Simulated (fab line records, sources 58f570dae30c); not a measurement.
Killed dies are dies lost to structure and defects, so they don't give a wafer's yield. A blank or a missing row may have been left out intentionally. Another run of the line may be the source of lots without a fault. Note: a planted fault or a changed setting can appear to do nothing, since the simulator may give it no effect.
fab line records -- flow berkeley_cmos170 -- part 2 of 2: steps 25 to 34 of 34
[record] lots = 5, wafers = 15, last_day = 9
route steps=331 shown V1@265 M2@271 V2@292
lots that met no fault: taken from a fault-free run of the same line
start_h: start of the lot's first displayed wafer, in hours after the record's first day -- wait_h: hours since the lot's step before -- " the same as in the row above -- L1.1+2: a row that stands for several wafers -- - no value, or no start given -- * or withheld: withheld -- < > ~ a bound
route shown NAME@n: names a module that has steps shown in the file, with the first one's number in the route -- usual: mean and standard deviation over wafers with no fault -- same: alike in all rows -- chamber/n: place in a boat -- sites: the reading at each site -- _std_site: their standard deviation -- _edge_site: outer sites' mean less inner sites' -- radius_mm: how far each site lies from the wafer's centre -- mask NAME#n: copy n -- behind: tool/chamber where the wafer was last shaped -- hold: what put the lot on hold/how long, in hours/how the hold closed -- device: the n, p or np transistor that did not switch -- end of line: tests run on the same wafers once the route is complete -- where a step has no rows: the recipe by itself -- killed: not the wafer's yield, but the dies lost to structure and defects at the first sort -- map: per-die view of a wafer (x killed, . not killed, _ where there is no die)
set.NAME: setting as actually run; set.NAME@STEP: the setting as run at that earlier step -- model.NAME: the simulator's own value behind a step, which no gauge read
certain route steps with their lots: each step a table, each wafer a row
services: a tool's chamber out of use, with start hour (start_h, from the record's first day; less than 0 if before it), hours out, and reason
[[steps]]
[step UCB170_M2_METAL_ETCH_18]
[recipe] chemistry = Cl2/BCl3, target = Al, stop_on = SiO2, pressure_mtorr = 12, target_depth_a = 11700, over_etch_frac = 0.3176, time_s = 195, icp_w = 600, bias_w = 120, Cl2_flow_sccm = 90, bcl3_flow_sccm = 45
[usual] drypump_motor_current_A = 5.9/0.52, oes_product_au = 0.850/0.012, throttle_valve_pct = 24.49/0.22
lot.wafer,tool,chamber,start_h,wait_h,drypump_motor_current_A,oes_product_au,rf_hours_counter_h,throttle_valve_pct
L074.1,rie_metal-01,0,165.06,-,5.9,0.857,10,24.72
L074.2,rie_metal-01,1,165.06,-,5.0,0.865,7,24.24
L074.6,rie_metal-01,0,165.06,-,5.9,0.854,-,24.71
L076.2,rie_metal-02,0,175.50,-,6.1,0.848,5,24.37
L076.4,rie_metal-02,0,175.50,-,6.1,0.839,-,24.39
L076.6,rie_metal-02,1,175.50,-,6.5,0.839,-,24.79
L081.1,rie_metal-02,1,186.02,-,6.5,0.840,7,24.79
L081.2,rie_metal-02,0,186.02,-,6.1,0.844,5,24.37
L081.6,rie_metal-02,0,186.02,-,6.2,0.842,-,24.37
L082.2,rie_metal-01,0,207.90,-,5.9,0.861,11,24.72
L082.3,rie_metal-01,0,207.90,-,5.9,0.861,-,24.72
L082.6,rie_metal-01,0,207.90,-,5.9,0.854,-,24.72
L084.3,rie_metal-03,1,207.91,-,6.1,0.832,-,24.27
L084.4,rie_metal-03,1,207.91,-,6.1,0.839,-,24.28
L084.6,rie_metal-03,1,207.91,-,6.1,0.842,-,24.27
[step UCB170_M2_STRIP_19]
[recipe] chemistry = O2, power_w = 400, pressure_mtorr = 3500, platen_temp_c = withheld, o2_flow_sccm = 400, overash_fraction = 0.5
[usual] drypump_motor_current_A = 5.9/0.44, oes_product_au = 0.534/0.012
lot.wafer,tool,chamber,start_h,wait_h,drypump_motor_current_A,oes_product_au,rf_hours_counter_h
L074.1,plasma_asher-03,0,165.24,0.1,6.4,0.513,48
L074.2,plasma_asher-03,1,165.24,0.1,5.3,0.523,48
L074.6,plasma_asher-03,1,165.24,0.1,5.3,0.529,-
L076.2,plasma_asher-04,1,175.69,0.1,5.7,0.509,32
L076.4,plasma_asher-04,1,175.69,0.1,5.7,0.511,-
L076.6,plasma_asher-04,0,175.69,0.1,5.8,0.550,-
L081.1,plasma_asher-03,1,186.21,0.1,5.3,0.546,50
L081.2,plasma_asher-03,0,186.21,0.1,6.4,0.521,50
L081.6,plasma_asher-03,1,186.21,0.1,5.3,0.519,-
L082.2,plasma_asher-03,1,208.09,0.1,5.2,0.523,53
L082.3,plasma_asher-03,0,208.09,0.1,6.4,0.521,-
L082.6,plasma_asher-03,1,208.09,0.1,5.3,0.511,-
L084.3,plasma_asher-01,1,208.20,0.2,5.7,0.534,-
L084.4,plasma_asher-01,0,208.20,0.2,6.4,0.529,-
L084.6,plasma_asher-01,0,208.20,0.2,6.4,0.531,-
[step UCB170_M2_CD_MEAS_90]
[recipe] target_cd_nm = 700
[usual] cd_nm = 698.4/2.3
lot.wafer,tool,chamber,start_h,wait_h,cd_nm
L074.1,cd_sem-01,-,165.34,0.1,696.7
L074.2,cd_sem-01,-,165.34,0.1,700.5
L074.6,cd_sem-01,-,165.34,0.1,696.5
L076.2,cd_sem-02,-,175.81,0.1,702.1
L076.4,cd_sem-02,-,175.81,0.1,701.7
L076.6,cd_sem-02,-,175.81,0.1,699.6
L081.1,cd_sem-01,-,186.31,0.1,700.1
L081.2,cd_sem-01,-,186.31,0.1,697.3
L081.6,cd_sem-01,-,186.31,0.1,699.6
L082.2,cd_sem-01,-,208.21,0.1,695.4
L082.3,cd_sem-01,-,208.21,0.1,696.2
L082.6,cd_sem-01,-,208.21,0.1,695.4
L084.3,cd_sem-02,-,208.30,0.1,702.3
L084.4,cd_sem-02,-,208.30,0.1,701.5
L084.6,cd_sem-02,-,208.30,0.1,698.5
[step UCB170_V2_CVD_00]
[recipe] material = SiO2, target_thk_nm = 2000, temp_c = 390, precursor = TEOS/O2, time_s = 250, rf_w = 550, pressure_mtorr = 9000
[usual] heater_power_w = 256/55
lot.wafer,tool,chamber,start_h,wait_h,heater_power_w
L074.1,pecvd-04,2,165.46,0.1,239
L074.2,pecvd-04,0,165.46,0.1,242
L074.6,pecvd-04,0,165.46,0.1,306
L076.2,pecvd-04,0,175.91,0.1,243
L076.4,pecvd-04,0,175.91,0.1,298
L076.6,pecvd-04,1,175.91,0.1,192
L081.1,pecvd-02,2,186.43,0.1,265
L081.2,pecvd-02,1,186.43,0.1,226
L081.6,pecvd-02,2,186.43,0.1,201
L082.2,pecvd-01,0,208.31,0.1,258
L082.3,pecvd-01,2,208.31,0.1,258
L082.6,pecvd-01,2,208.31,0.1,174
L084.3,pecvd-04,1,208.38,0.1,288
L084.4,pecvd-04,2,208.38,0.1,236
L084.6,pecvd-04,0,208.38,0.1,209
[step UCB170_V2_THK_MEAS_01]
[recipe] reads = SiO2_of_V2_CVD_00
[usual] V2_TEOS_THK = 1999/23
lot.wafer,tool,chamber,start_h,wait_h,V2_TEOS_THK[nm]
L074.1,film_metro-02,-,165.62,0.1,1950
L074.2,film_metro-02,-,165.62,0.1,1946
L074.6,film_metro-02,-,165.62,0.1,1976
L076.2,film_metro-02,-,176.08,0.1,1953
L076.4,film_metro-02,-,176.08,0.1,1999
L076.6,film_metro-02,-,176.08,0.1,2013
L081.1,film_metro-02,-,186.59,0.1,2013
L081.2,film_metro-02,-,186.59,0.1,2021
L081.6,film_metro-02,-,186.59,0.1,2043
L082.2,film_metro-03,-,208.48,0.1,1969
L082.3,film_metro-03,-,208.48,0.1,1963
L082.6,film_metro-03,-,208.48,0.1,2024
L084.3,film_metro-02,-,208.56,0.1,1998
L084.4,film_metro-02,-,208.56,0.1,2037
L084.6,film_metro-02,-,208.56,0.1,2004
[step UCB170_V2_CMP_02]
[recipe] material = SiO2, down_force_psi = 6, platen_rpm = 60, pad_velocity_m_s = 0.75398
[usual] motor_current_A = 17.1/1.2
lot.wafer,tool,chamber,start_h,wait_h,motor_current_A
L074.1,cmp-02,1,165.73,0.1,16.5
L074.2,cmp-02,3,165.73,0.1,16.8
L074.6,cmp-02,0,165.73,0.1,17.3
L076.4,cmp-01,0,176.13,0.0,17.8
L076.2,cmp-01,1,176.13,0.0,17.0
L076.6,cmp-01,1,176.13,0.0,16.2
L081.1,cmp-02,3,186.70,0.1,17.3
L081.2,cmp-02,0,186.70,0.1,18.2
L081.6,cmp-02,2,186.70,0.1,18.5
L082.3,cmp-02,0,208.58,0.1,17.9
L082.2,cmp-02,1,208.58,0.1,16.2
L082.6,cmp-02,3,208.58,0.1,16.7
L084.4,cmp-01,3,208.70,0.1,16.3
L084.3,cmp-01,1,208.70,0.1,17.6
L084.6,cmp-01,0,208.70,0.1,17.8
[step UCB170_V2_BOW_MEAS_03]
[recipe] mode = bow
[usual] V2_BOW = 38/7
lot.wafer,tool,chamber,start_h,wait_h,V2_BOW[um]
L074.1,film_metro-04,-,165.98,0.2,37
L074.2,film_metro-04,-,165.98,0.2,37
L074.6,film_metro-04,-,165.98,0.2,31
L076.2,film_metro-03,-,176.45,0.2,41
L076.4,film_metro-03,-,176.45,0.2,38
L076.6,film_metro-03,-,176.45,0.2,32
L081.1,film_metro-02,-,186.95,0.2,40
L081.2,film_metro-02,-,186.95,0.2,52
L081.6,film_metro-02,-,186.95,0.2,50
L082.2,film_metro-02,-,208.85,0.2,32
L082.3,film_metro-02,-,208.85,0.2,33
L082.6,film_metro-02,-,208.85,0.2,38
L084.3,film_metro-03,-,209.04,0.2,30
L084.4,film_metro-03,-,209.04,0.2,24
L084.6,film_metro-03,-,209.04,0.2,35
[step UCB170_V2_THK_MEAS_04]
[recipe] reads = SiO2_of_V2_CVD_00
[usual] V2_POLISHED_THK = 999.8/1.1
lot.wafer,tool,chamber,start_h,wait_h,V2_POLISHED_THK[nm]
L074.1,film_metro-04,-,166.10,0.1,999.7
L074.2,film_metro-04,-,166.10,0.1,997.9
L074.6,film_metro-04,-,166.10,0.1,1000.1
L076.2,film_metro-03,-,176.56,0.1,999.4
L076.4,film_metro-03,-,176.56,0.1,1000.1
L076.6,film_metro-03,-,176.56,0.1,998.7
L081.1,film_metro-02,-,187.07,0.1,1001.8
L081.2,film_metro-02,-,187.07,0.1,1000.8
L081.6,film_metro-02,-,187.07,0.1,1002.7
L082.2,film_metro-02,-,208.96,0.1,1000.5
L082.3,film_metro-02,-,208.96,0.1,1000.4
L082.6,film_metro-02,-,208.96,0.1,997.4
L084.3,film_metro-03,-,209.14,0.1,1000.8
L084.4,film_metro-03,-,209.14,0.1,1000.9
L084.6,film_metro-03,-,209.14,0.1,1000.9
[step UCB170_V2_CLEAN_05]
[recipe] chemistry = DIW
lot.wafer,tool,chamber,start_h,wait_h
L074.1+2+6,wet_bench-02,2,166.16,0.1
L076.2+4+6,wet_bench-03,3,176.61,0.0
L081.1+2+6,wet_bench-03,0,187.13,0.1
L082.2+3+6,wet_bench-01,3,209.05,0.1
L084.3+4+6,wet_bench-01,1,209.23,0.1
[step UCB170_V2_HMDS_06]
[recipe] prime_time_s = 60, prime_temp_c = 100
[usual] resist_line_temp_C = 22.98/0.12
lot.wafer,tool,chamber,start_h,wait_h,resist_line_temp_C
L074.1,litho_track-03,0,166.33,0.0,22.66
L074.2,litho_track-03,0,166.33,0.0,22.79
L074.6,litho_track-03,0,166.33,0.0,22.77
L076.2,litho_track-03,0,176.81,0.0,22.99
L076.4,litho_track-03,0,176.81,0.0,23.06
L076.6,litho_track-03,0,176.81,0.0,22.90
L081.1,litho_track-04,0,187.39,0.1,22.91
L081.2,litho_track-04,0,187.39,0.1,22.80
L081.6,litho_track-04,0,187.39,0.1,22.82
L082.2,litho_track-03,0,209.25,0.0,23.00
L082.3,litho_track-03,0,209.25,0.0,22.98
L082.6,litho_track-03,0,209.25,0.0,22.97
L084.3,litho_track-04,0,209.55,0.1,22.89
L084.4,litho_track-04,0,209.55,0.1,22.87
L084.6,litho_track-04,0,209.55,0.1,22.85
[[services]]
tool,chamber,start_h,hours,kind
cmp-01,-,143.58,3.2,repair
pecvd-01,-,145.05,0.3,repair
rie_diel-02,-,150.37,14.6,pm
krf_scanner-02,-,155.60,3.7,repair
rie_diel-04,3,159.00,13.3,repair
rie_metal-01,-,159.21,1.4,pm
pecvd-01,0,164.68,34.9,repair
cmp-02,-,167.15,0.4,repair
krf_scanner-01,-,177.17,4.0,pm
rie_diel-04,-,177.34,4.3,pm
plasma_asher-04,-,179.09,1.3,repair
rie_diel-04,2,186.76,3.0,repair
krf_scanner-02,-,187.37,1.0,pm
plasma_asher-04,-,187.54,2.3,repair
rie_diel-04,-,189.36,2.5,repair
krf_scanner-01,-,189.54,0.8,pm
krf_scanner-01,-,193.03,4.4,pm
krf_scanner-02,-,197.40,4.0,pm
litho_track-04,-,197.44,-,consumable_replace:filter
rie_diel-04,3,198.45,3.0,repair
pvd_sputter-02,3,204.91,-,consumable_replace:kit
pvd_sputter-02,3,204.91,18.0,scheduled_down
cmp-02,-,205.60,0.7,repair
wet_bench-04,-,208.58,1.9,pm
